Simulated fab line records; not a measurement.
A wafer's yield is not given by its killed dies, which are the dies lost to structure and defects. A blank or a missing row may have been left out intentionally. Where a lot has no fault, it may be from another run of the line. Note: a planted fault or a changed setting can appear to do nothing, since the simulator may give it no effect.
fab line records + flow rit_cmos
record:
- lots: 14
- wafers: 42
- last_day: 8
route steps=202 shown ACTIVE@14
lots that met no fault: taken from a fault-free run of the same line
start_h: hours from the record's first day to the start of the lot's first wafer shown + wait_h: hours since the lot's step before + " identical to the entry in the row above + L1.1+2: several wafers, shown together as one row + - no value, or no start given + * or withheld: withheld + < > ~ a bound
route shown NAME@n: a module of which the file shows steps, and the number in the route of the first + usual: mean and standard deviation over wafers with no fault + same: alike in all rows + chamber/n: place in a boat + sites: per-site readings + _std_site: standard deviation across them + _edge_site: inner sites' mean taken away from outer sites' mean + radius_mm: how far each site lies from the wafer's centre + mask NAME#n: copy n + behind: the tool/chamber that last shaped the wafer + hold: why the lot was held/for how many hours/how that ended + device: which transistor (n, p or np) failed to switch + end of line: tests of these same wafers at the route's end + for a step that has no rows: nothing shown but its recipe + killed: not the wafer's yield, but the dies lost to structure and defects at the first sort + map: a wafer's dies, marking killed ones x, the rest . and places with no die _
set.NAME: the setting as run; set.NAME@STEP: as run at that earlier step + model.NAME: the simulator's own value behind a step, which no gauge read
the route's steps for a sample of lots (tables are steps, rows are wafers)
services: the hour from which a tool's chamber was out of use, counted from the record's first day as start_h (under 0 if before that day), plus the number of hours and why
== steps ==
step: RIT_ACTIVE_ETCH_13
recipe:
- stop_on: SiO2
- chemistry: SF6
- target: Si3N4
- time_s: 210
- over_etch_frac: 0.4
- SF6_flow_sccm: 200
- pressure_mtorr: 260
- rf_w: 125
- target_depth_a: 2100
usual:
- SF6_flow_sccm: 200.0/0.61
- drypump_motor_current_A: 5.9/0.4
- oes_product_au: 0.825/0.012
- over_etch_frac: 0.4/0
- throttle_valve_pct: 7.43/0.12
| lot.wafer | tool        | chamber | start_h | wait_h | SF6_flow_sccm | drypump_motor_current_A | oes_product_au | over_etch_frac | rf_hours_counter_h | throttle_valve_pct |
|-----------|-------------|---------|---------|--------|---------------|-------------------------|----------------|----------------|--------------------|--------------------|
| L764.1    | rie_diel-02 | 3       | 17.25   | 0.1    | 199.8         | 4.8                     | 0.813          | 0.4            | 166                | 7.28               |
| L764.2    | "           | 0       | "       | "      | 199.2         | 6.1                     | 0.828          | 0.4            | 4                  | 7.49               |
| L764.4    | "           | 1       | "       | "      | 200.2         | 6.7                     | 0.828          | 0.4            | 31                 | 7.46               |
| L765.2    | rie_diel-03 | 0       | 20.18   | 0.1    | 200.0         | 5.7                     | 0.832          | 0.4            | 67                 | 7.54               |
| L765.4    | "           | 3       | "       | "      | 199.9         | 5.9                     | 0.807          | 0.4            | 25                 | 7.29               |
| L765.6    | "           | 0       | "       | "      | 199.7         | 5.8                     | 0.830          | 0.4            | -                  | 7.54               |
| L766.4    | rie_diel-03 | 0       | 25.51   | 0.1    | 200.7         | 5.7                     | 0.823          | 0.4            | 67                 | 7.54               |
| L766.5    | "           | 1       | "       | "      | 201.0         | 5.9                     | 0.845          | 0.4            | -                  | 7.52               |
| L766.6    | "           | 2       | "       | "      | 200.6         | 6.0                     | 0.833          | 0.4            | -                  | 7.46               |
| L768.1    | rie_diel-03 | 3       | 35.11   | 0.1    | 199.6         | 5.9                     | 0.806          | 0.4            | 25                 | 7.27               |
| L768.3    | "           | 1       | "       | "      | 200.6         | 5.9                     | 0.832          | 0.4            | 169                | 7.53               |
| L768.6    | "           | 1       | "       | "      | 200.7         | 5.9                     | 0.833          | 0.4            | -                  | 7.51               |
| L769.4    | rie_diel-04 | 1       | 39.90   | 0.1    | 200.2         | 6.0                     | 0.840          | 0.4            | -                  | 7.33               |
| L769.5    | "           | 3       | "       | "      | 200.4         | 5.6                     | 0.817          | 0.4            | -                  | 7.58               |
| L769.6    | "           | 2       | "       | "      | 201.0         | 5.7                     | 0.810          | 0.4            | -                  | 7.27               |
| L770.1    | rie_diel-03 | 0       | 44.83   | 0.1    | 200.5         | 5.7                     | 0.825          | 0.4            | 67                 | 7.55               |
| L770.3    | "           | 2       | "       | "      | 199.7         | 6.0                     | 0.827          | 0.4            | 44                 | 7.45               |
| L770.5    | "           | 2       | "       | "      | 200.1         | 6.0                     | 0.836          | 0.4            | -                  | 7.46               |
| L771.1    | rie_diel-04 | 1       | 51.90   | 0.1    | 200.0         | 6.0                     | 0.844          | 0.4            | 12                 | 7.31               |
| L771.3    | "           | 3       | "       | "      | 200.5         | 5.6                     | 0.814          | 0.4            | 71                 | 7.58               |
| L771.4    | "           | 1       | "       | "      | 199.6         | 5.9                     | 0.847          | 0.4            | -                  | 7.33               |
| L772.4    | rie_diel-03 | 3       | 55.38   | 0.1    | 199.2         | 5.9                     | 0.799          | 0.4            | -                  | 7.25               |
| L772.5    | "           | 2       | "       | "      | 200.2         | 6.0                     | 0.829          | 0.4            | -                  | 7.46               |
| L772.6    | "           | 0       | "       | "      | 199.2         | 5.8                     | 0.820          | 0.4            | -                  | 7.55               |
| L778.2    | rie_diel-03 | 2       | 87.17   | 0.1    | 200.6         | 6.0                     | 0.832          | 0.4            | 45                 | 7.46               |
| L778.3    | "           | 1       | "       | "      | 199.4         | 5.9                     | 0.818          | 0.4            | 0                  | 7.51               |
| L778.4    | "           | 3       | "       | "      | 200.9         | 5.9                     | 0.720          | 0.75768        | -                  | 7.27               |
| L781.1    | rie_diel-03 | 1       | 100.51  | 0.1    | 200.0         | 5.9                     | 0.833          | 0.4            | 0                  | 7.50               |
| L781.3    | "           | 3       | "       | "      | 200.8         | 5.9                     | 0.716          | 0.75768        | 27                 | 7.27               |
| L781.4    | "           | 1       | "       | "      | 200.1         | 5.9                     | 0.834          | 0.4            | -                  | 7.51               |
| L783.1    | rie_diel-04 | 0       | 109.71  | 0.1    | 199.7         | 5.8                     | 0.812          | 0.4            | 131                | 7.62               |
| L783.3    | "           | 2       | "       | "      | 201.2         | 5.6                     | 0.810          | 0.4            | 6                  | 7.27               |
| L783.5    | "           | 2       | "       | "      | 200.7         | 5.7                     | 0.809          | 0.4            | -                  | 7.26               |
| L785.1    | rie_diel-02 | 2       | 120.77  | 0.1    | 200.1         | 6.6                     | 0.825          | 0.4            | 7                  | 7.31               |
| L785.5    | "           | 2       | "       | "      | 200.3         | 6.6                     | 0.840          | 0.4            | -                  | 7.31               |
| L785.6    | "           | 3       | "       | "      | 200.2         | 4.8                     | 0.816          | 0.4            | -                  | 7.28               |
| L786.1    | rie_diel-02 | 1       | 125.26  | 0.1    | 198.8         | 6.7                     | 0.834          | 0.4            | 34                 | 7.47               |
| L786.3    | "           | 2       | "       | "      | 199.3         | 6.7                     | 0.833          | 0.4            | 7                  | 7.30               |
| L786.6    | "           | 3       | "       | "      | 199.9         | 4.8                     | 0.817          | 0.4            | -                  | 7.28               |
| L787.1    | rie_diel-04 | 0       | 129.71  | 0.1    | 200.0         | 5.8                     | 0.812          | 0.4            | 132                | 7.61               |
| L787.2    | "           | 3       | "       | "      | 200.0         | 5.6                     | 0.806          | 0.4            | 72                 | 7.57               |
| L787.3    | "           | 1       | "       | "      | 199.9         | 6.0                     | 0.842          | 0.4            | 13                 | 7.32               |
== services ==
| tool        | chamber | start_h | hours | kind           |
|-------------|---------|---------|-------|----------------|
| rie_diel-04 | 2       | 2.80    | 16.3  | repair         |
| rie_diel-04 | 0       | 24.42   | 6.0   | repair         |
| rie_diel-04 | 0       | 33.63   | 15.6  | repair         |
| rie_diel-04 | 2       | 47.36   | 17.2  | repair         |
| rie_diel-03 | 1       | 52.89   | 18.1  | repair         |
| rie_diel-04 | -       | 56.62   | 14.6  | pm             |
| rie_diel-02 | 3       | 68.64   | -     | clean          |
| rie_diel-02 | 3       | 68.64   | 20.6  | scheduled_down |
| rie_diel-02 | 3       | 68.64   | 20.6  | vent_cycle     |
| rie_diel-03 | 1       | 70.97   | -     | clean          |
| rie_diel-03 | 1       | 70.97   | 13.4  | scheduled_down |
| rie_diel-03 | 1       | 70.97   | 13.4  | vent_cycle     |
| rie_diel-03 | 0       | 85.92   | 16.2  | repair         |
| rie_diel-02 | 0       | 119.41  | 8.8   | repair         |
== key ==
first_sign:
- step: RIT_ACTIVE_ETCH_13
- reading: over_etch_frac
- direction: up
- sigmas: 99+
- usual: 0.4
- struck: 0.75768
effect:
- step: RIT_ACTIVE_ETCH_13
- reading: oes_product_au
- direction: down
- sigmas: 8.5
- usual: 0.825
- struck: 0.718
met_at RIT_ACTIVE_ETCH_13
struck_lots L778,L781
struck_wafers L778.4,L781.3
tester_left_out L778,L781
onset_between 55.38 87.17
fault:
- kind: process_parameter_drift
- tool: rie_diel-03
- chamber: 3
- onset_h: 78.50
- steps: RIT_ACTIVE_ETCH_13
- channel: over_etch_frac
- offset: 0.35768
- shape: step
- end_h: 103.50
- acts_in: these_recipes_only
- stated: 0.4
tester_left_out: of these lots the tester's yield and bins aren't shown, on N5 and GAA mostly nor the transistor test; their killed dies are dies lost to structure and defects alone, not to doping, threshold or leakage, so they don't give the yield
